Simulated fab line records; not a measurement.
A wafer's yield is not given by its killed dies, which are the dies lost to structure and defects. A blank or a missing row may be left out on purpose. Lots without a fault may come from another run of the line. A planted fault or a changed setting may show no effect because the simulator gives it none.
fab line records + flow rit_cmos
record
- lots=14
- wafers=42
- last_day=7
route steps=202 shown NWELL@31
lots that met no fault: taken from a fault-free run of the same line
start_h: hours from the record's first day to the start of the lot's first wafer shown + wait_h: time in hours since the lot's previous step + " as in the row above + L1.1+2: several wafers, shown together as one row + - either no value or no given start + * or withheld: withheld + < > ~ a bound
route shown NAME@n: NAME is a module with steps in the file, n the number in the route of the first one + usual: the fault-free wafers' mean and standard deviation + same: alike in all rows + chamber/n: place in a boat + sites: each site's reading + _std_site: the values' standard deviation + _edge_site: mean of outer sites minus mean of inner sites + radius_mm: how far each site lies from the wafer's centre + mask NAME#n: copy n + behind: the most recent tool/chamber to have shaped the wafer + hold: what put the lot on hold/how long, in hours/how the hold closed + device: which transistor (n, p or np) failed to switch + end of line: the same wafers' tests at the end of the route + where a step has no rows: the recipe by itself + killed: not the wafer's yield, but the dies lost to structure and defects at the first sort + map: a wafer's dies, x killed, . not, _ none there
set.NAME: the setting as run; set.NAME@STEP: as run at that earlier step + model.NAME: the simulator's own value behind a step, which no gauge read
route steps across a sampled set of lots; one table per step, one row per wafer
services: a tool's chamber out of use, with start hour (start_h, from the record's first day; less than 0 if before it), hours out, and reason
## steps
# step RIT_NWELL_EXPOSE_03
# recipe
- mask_id=M2
- na=0.57
- target_cd_nm=43900
- dose_mj=250
| lot.wafer  | tool             | chamber | start_h | wait_h | mask |
|------------|------------------|---------|---------|--------|------|
| L618.3+5+6 | iline_stepper-01 | 0       | 24.79   | 0.1    | M2#0 |
| L619.1+4+5 | iline_stepper-01 | 0       | 30.57   | 0.1    | M2#0 |
| L620.1+3+6 | iline_stepper-02 | 0       | 35.65   | 0.2    | M2#0 |
| L621.2+5+6 | iline_stepper-02 | 0       | 39.92   | 0.1    | M2#0 |
| L623.1+4+6 | iline_stepper-01 | 0       | 49.87   | 0.1    | M2#0 |
| L628.1+2+5 | iline_stepper-01 | 0       | 74.88   | 0.3    | M2#0 |
| L629.2+3+6 | iline_stepper-02 | 0       | 80.56   | 0.2    | M2#0 |
| L630.2+4+6 | iline_stepper-02 | 0       | 84.85   | 0.1    | M2#0 |
| L632.1+2+5 | iline_stepper-01 | 0       | 97.02   | 0.2    | M2#0 |
| L634.1+2+6 | iline_stepper-01 | 0       | 105.24  | 0.1    | M2#0 |
| L635.1+3+4 | iline_stepper-01 | 0       | 109.87  | 0.1    | M2#0 |
| L637.3+4+6 | iline_stepper-01 | 0       | 122.49  | 0.2    | M2#0 |
| L639.1+2+6 | iline_stepper-01 | 0       | 131.43  | 0.1    | M2#0 |
| L640.2+3+4 | iline_stepper-01 | 0       | 137.21  | 0.1    | M2#0 |
# step RIT_NWELL_OVL_MEAS_06
# usual
- NWELL_OVL=1.8/1.3
| lot.wafer | tool       | chamber | start_h | wait_h | NWELL_OVL[nm] |
|-----------|------------|---------|---------|--------|---------------|
| L618.3    | overlay-02 | -       | 25.20   | -      | 2.7           |
| L618.5    | "          | -       | "       | "      | 4.1           |
| L618.6    | "          | -       | "       | "      | 3.0           |
| L619.1    | overlay-01 | -       | 31.00   | -      | 4.0           |
| L619.4    | "          | -       | "       | "      | 3.5           |
| L619.5    | "          | -       | "       | "      | 2.5           |
| L620.1    | overlay-01 | -       | 36.08   | -      | 0.5           |
| L620.3    | "          | -       | "       | "      | 1.2           |
| L620.6    | "          | -       | "       | "      | -1.2          |
| L621.2    | overlay-02 | -       | 40.33   | -      | 4.4           |
| L621.5    | "          | -       | "       | "      | 4.5           |
| L621.6    | "          | -       | "       | "      | 3.2           |
| L623.1    | overlay-02 | -       | 50.30   | -      | 2.6           |
| L623.4    | "          | -       | "       | "      | 1.4           |
| L623.6    | "          | -       | "       | "      | 2.2           |
| L628.1    | overlay-02 | -       | 75.31   | -      | -0.1          |
| L628.2    | "          | -       | "       | "      | 2.5           |
| L628.5    | "          | -       | "       | "      | 2.9           |
| L629.2    | overlay-01 | -       | 80.98   | -      | -178.5        |
| L629.3    | "          | -       | "       | "      | -179.1        |
| L629.6    | "          | -       | "       | "      | -178.8        |
| L630.2    | overlay-01 | -       | 85.26   | -      | -177.0        |
| L630.4    | "          | -       | "       | "      | -178.9        |
| L630.6    | "          | -       | "       | "      | -177.4        |
| L632.1    | overlay-01 | -       | 97.45   | -      | -1.0          |
| L632.2    | "          | -       | "       | "      | -0.8          |
| L632.5    | "          | -       | "       | "      | -0.2          |
| L634.1    | overlay-02 | -       | 105.67  | -      | 2.4           |
| L634.2    | "          | -       | "       | "      | 1.5           |
| L634.6    | "          | -       | "       | "      | 0.8           |
| L635.1    | overlay-02 | -       | 110.30  | -      | 1.7           |
| L635.3    | "          | -       | "       | "      | 3.6           |
| L635.4    | "          | -       | "       | "      | 2.8           |
| L637.3    | overlay-01 | -       | 122.89  | -      | 0.1           |
| L637.4    | "          | -       | "       | "      | -0.5          |
| L637.6    | "          | -       | "       | "      | 1.1           |
| L639.1    | overlay-01 | -       | 131.86  | -      | 2.8           |
| L639.2    | "          | -       | "       | "      | 2.9           |
| L639.6    | "          | -       | "       | "      | 2.0           |
| L640.2    | overlay-02 | -       | 137.63  | -      | 2.9           |
| L640.3    | "          | -       | "       | "      | 2.2           |
| L640.4    | "          | -       | "       | "      | 2.0           |
## services
| tool             | chamber | start_h | hours | kind   |
|------------------|---------|---------|-------|--------|
| iline_stepper-02 | -       | 7.00    | 1.7   | pm     |
| iline_stepper-02 | -       | 96.81   | 14.0  | repair |
| iline_stepper-01 | -       | 110.81  | 1.7   | pm     |
## key
first_sign
- step=RIT_NWELL_OVL_MEAS_06
- reading=NWELL_OVL
- direction=down
- sigmas=99+
- usual=1.8
- struck=-178.3
effect none on later readings
met_at RIT_NWELL_EXPOSE_03
struck_lots L629,L630
tester_left_out L629,L630
onset_between 39.92 80.56
fault
- kind=scanner_matching_overlay
- tool=iline_stepper-02
- chamber=-
- onset_h=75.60
- steps=RIT_NWELL_EXPOSE_03
- offset=-180
# tester_left_out: of these lots the tester's yield and bins aren't shown, on N5 and GAA mostly nor the transistor test; their killed dies are dies lost to structure and defects alone, not to doping, threshold or leakage, so they don't give the yield
